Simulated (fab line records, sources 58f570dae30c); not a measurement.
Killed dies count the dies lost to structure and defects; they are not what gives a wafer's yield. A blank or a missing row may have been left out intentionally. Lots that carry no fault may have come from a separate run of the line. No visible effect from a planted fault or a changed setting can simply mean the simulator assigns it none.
Which tool was responsible? ; flow berkeley cmos170 ; 7 lots, 21 wafers sampled, at 1 step of a route of 331

WHAT THE GAUGES SHOWED, per wafer
UCB170_FIELD_THK_MEAS_90.
lot;measured;on;FIELD_OXIDE_LEFT_1_THK (nm)
L588;day 5 18:59;film metro-04;460 464 463
L590;day 6 08:10;film metro-03;442 440 445
L593;day 6 15:28;film metro-04;472 467 468
L601;day 8 14:20;film metro-04;425 427 434
L603;day 9 01:35;film metro-03;439 436 448
L607;day 9 18:29;film metro-03;443 448 443
L609;day 10 00:49;film metro-03;430 429 437

EACH LOT AND THE TOOL THAT RAN IT (in order: tool; ch and the chambers of the sampled wafers; start)
There is no process step in the record ahead of these readings.

THE ANSWER, worked out from the rows above alone
Rule: the usual values come from the lots themselves. Put in order of their means at a reading, lots are off if they are a third of the lots or fewer, leave a main group of 4 or more, and stand apart from it by a gap of 3 or more times the standard deviation of the main group's means; of several such gaps the widest counts. If all means in a main group match to the digits the tables above print for the reading, that group is not used. A lot without any number at a reading at which 4 lots or more have one is off too. The other lots that the step has rows for count as sound.
Across all readings shown, no lot is off: no conclusion can be drawn from this.

WHAT THE SIMULATOR HAD PUT IN
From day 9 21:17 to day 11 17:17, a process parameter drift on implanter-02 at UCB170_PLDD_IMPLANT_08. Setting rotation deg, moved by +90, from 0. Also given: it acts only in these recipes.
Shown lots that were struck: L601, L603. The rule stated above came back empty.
